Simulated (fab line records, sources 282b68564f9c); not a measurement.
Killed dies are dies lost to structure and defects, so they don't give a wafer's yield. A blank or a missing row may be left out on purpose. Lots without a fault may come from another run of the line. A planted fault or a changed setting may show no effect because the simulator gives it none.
Which tool did it? | flow rit_cmos | 7 lots, 21 wafers sampled, at 2 steps of a route of 202

WHAT THE GAUGES READ, wafer by wafer
RIT_GATE_THK_MEAS_09.
lot  | measured    | on            | GATE_POLY_THK (nm)
L879 | day 2 17:17 | film_metro-02 | 249.2 248.5 247.5
L882 | day 3 14:58 | film_metro-01 | 248.7 249.6 251.1
L886 | day 4 10:52 | film_metro-04 | 249.1 250.9 250.0
L888 | day 5 00:08 | film_metro-04 | 246.3 248.6 248.0
L890 | day 5 04:23 | film_metro-01 | 267.8 270.6 270.5
L892 | day 5 23:39 | film_metro-04 | 252.3 252.4 251.4
L900 | day 8 00:38 | film_metro-02 | 252.5 252.4 251.6

WHICH TOOL RAN EACH LOT (tool, then ch and the chambers of the sampled wafers, then the start)
lot  | RIT_GATE_CVD_08
L879 | lpcvd-02 ch 0, day 2 15:40
L882 | lpcvd-01 ch 1, day 3 13:20
L886 | lpcvd-02 ch 1, day 4 09:15
L888 | lpcvd-02 ch 1, day 4 22:31
L890 | lpcvd-02 ch 1, day 5 02:46
L892 | lpcvd-01 ch 0, day 5 22:01
L900 | lpcvd-01 ch 0, day 7 23:01
- RIT_GATE_CVD_08: deposits poly-Si from SiH4, target thk 250 nm, time 2220 s.

THE ANSWER, worked out from the rows above alone
Rule: what is usual is taken from the lots themselves. Put in order of their means at a reading, lots are off if they are a third of the lots or fewer, leave a main group of 4 or more, and stand apart from it by a gap of 3 or more times the standard deviation of the main group's means; of several such gaps the widest counts. A main group whose means are all the same, to the digits that the tables above print for the reading, isn't used. A lot without any number at a reading at which 4 lots or more have one is off too. The other lots that the step has rows for count as sound.
Off: L890, at RIT_GATE_THK_MEAS_09 (GATE_POLY_THK). The main group: mean 250.0 nm, standard deviation 1.7.
A tool fits if, at a process step before that reading, it ran every lot that is off, and no sound lot after the first of them. The gauges at RIT_GATE_THK_MEAS_09 are tried like those tools. Can't be told from this: 2 tools fit, lpcvd-02 at RIT_GATE_CVD_08, film_metro-01 at RIT_GATE_THK_MEAS_09.

WHAT THE SIMULATOR HAD PUT IN
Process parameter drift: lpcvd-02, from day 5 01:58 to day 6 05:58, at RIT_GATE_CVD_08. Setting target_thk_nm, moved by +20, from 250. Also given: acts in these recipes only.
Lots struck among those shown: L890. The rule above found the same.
